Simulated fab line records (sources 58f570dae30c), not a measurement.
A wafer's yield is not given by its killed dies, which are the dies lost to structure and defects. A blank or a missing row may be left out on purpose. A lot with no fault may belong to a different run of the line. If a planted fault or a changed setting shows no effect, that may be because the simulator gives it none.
Lot-split experiment | flow berkeley-cmos170 | 5 lots, 23 wafers read, on a route of 331 steps

ABOUT THE SPLIT
At UCB170_NSD_IMPLANT_08, the setting energy-kev was moved away from the recipe's 40 on 6 of the 23 wafers read, by -2.4% to +3.9%. For the rest of the wafers, this setting stayed at what the recipe calls for.

FROM THE SPLIT TO THE READING: what the file shows between them, 5 steps
- UCB170_NSD_STRIP_09: strips in O2
- UCB170_BACKSIDE_HMDS_00: prime time 60 s (also split here: prime-time-s)
- UCB170_BACKSIDE_COAT_01: resist thk 900 nm
- UCB170_BACKSIDE_SOFTBAKE_02: time 60 s
- UCB170_SDANNEAL_RTA_01: time 5 s

THE READING
NSD_RS (ohm/sq), read at UCB170_SDANNEAL_RS_MEAS_03 with a four-point probe. A value of 37.32 ohm/sq with a standard deviation of 0.13 ohm/sq is what fault-free wafers of this fab line usually give.

wafer  | tool, chamber at the split | energy-kev as run | against the recipe | NSD_RS, ohm/sq | against lot-mates on the recipe
L074.2 | implanter-04, 0            | 40                | recipe             | 37.13          | -
L074.4 | implanter-04, 0            | 40                | recipe             | 37.03          | -
L074.5 | implanter-04, 0            | 40                | recipe             | 37.12          | -
L078.1 | implanter-02, 0            | 40                | recipe             | 37.53          | -
L078.2 | implanter-02, 0            | 39.02             | -2.4%              | 37.88          | +0.30
L078.3 | implanter-02, 0            | 40                | recipe             | 37.62          | -
L078.4 | implanter-02, 0            | 39.02             | -2.4%              | 37.85          | +0.27
L078.6 | implanter-02, 0            | 39.02             | -2.4%              | 37.79          | +0.21
L079.1 | implanter-04, 0            | 41.57             | +3.9%              | 36.88          | -0.51
L079.2 | implanter-04, 0            | 41.57             | +3.9%              | 36.88          | -0.51
L079.3 | implanter-04, 0            | 40                | recipe             | 37.42          | -
L079.4 | implanter-04, 0            | 41.57             | +3.9%              | 36.92          | -0.47
L079.6 | implanter-04, 0            | 40                | recipe             | 37.35          | -
L085.1 | implanter-02, 0            | 40                | recipe             | 37.10          | -
L085.2 | implanter-02, 0            | 40                | recipe             | 37.20          | -
L085.3 | implanter-02, 0            | 40                | recipe             | 37.20          | -
L085.4 | implanter-02, 0            | 40                | recipe             | 37.17          | -
L085.5 | implanter-02, 0            | 40                | recipe             | 37.15          | -
L082.1 | implanter-04, 0            | 40                | recipe             | 37.46          | -
L082.3 | implanter-04, 0            | 40                | recipe             | 37.36          | -
L082.4 | implanter-04, 0            | 40                | recipe             | 37.39          | -
L082.5 | implanter-04, 0            | 40                | recipe             | 37.30          | -
L082.6 | implanter-04, 0            | 40                | recipe             | 37.41          | -

FIT RESULTS
A straight line over all 23 wafers: NSD_RS changes by -0.139 ohm/sq for each +1% of energy-kev; r = -0.82; the points scatter about the line by 0.17 ohm/sq.
The same after taking each lot's own level away (the mean of its wafers on the recipe; 23 wafers): -0.12 ohm/sq for each +1%; r = -0.98; scatter 0.045 ohm/sq.
On that fit, the largest move of energy-kev shifts the reading by 0.47 ohm/sq.
The lots' own levels span 37.093 to 37.575 ohm/sq, that is 3.7 times the standard deviation above.
Hence the slope depends on the lot-to-lot level, as the two fits are not the same.
Check: for one of the wafers moved furthest among these (+3.9%), held out of the fit, the line's prediction against its lot-mates is -0.468 ohm/sq. It came out at -0.505 ohm/sq against them.

THESE WAFERS: OTHER SPLITS
Note: prior to the reading, these wafers also went through further splits. Each is held against what the fit with the lots' levels taken away leaves over:
other split on the same wafers       | wafers away from the commonest value | r with NSD_RS (lot level and that fit taken away)
UCB170_PLDD_EXPOSE_03 dose-mj        | 7                                    | +0.26
UCB170_NLDD_EXPOSE_03 dose-mj        | 10                                   | -0.30
UCB170_SPACER_CVD_00 time-s          | 7                                    | -0.12
UCB170_PSD_PEB_04 peb-temp-c         | 6                                    | -0.08
UCB170_BACKSIDE_HMDS_00 prime-time-s | 9                                    | +0.05

THE WHOLE CHAIN: every reading that the file lists as answering this split, in the file's order
step                       | what it does                 | reading                                                         | change (the file's fit)               | r (the file's)
UCB170_NSD_IMPLANT_08      |                              | implant.rp-nm (the simulator's own value, which no gauge read)  | +0.475 nm for each +1% of the setting | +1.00
UCB170_NSD_IMPLANT_08      |                              | implant.drp-nm (the simulator's own value, which no gauge read) | +0.179 nm for each +1% of the setting | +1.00
UCB170_NSD_STRIP_09        | strips in O2                 | strip-time-to-endpoint-s                                        | withheld for each +1% of the setting  | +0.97
UCB170_SDANNEAL_RS_MEAS_03 | measures by four-point-probe | NSD_RS                                                          | -0.122 for each +1% of the setting    | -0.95

THE FILE'S OWN FIT
NSD_RS changes by -0.122 ohm/sq for each +1% of energy-kev, r = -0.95.
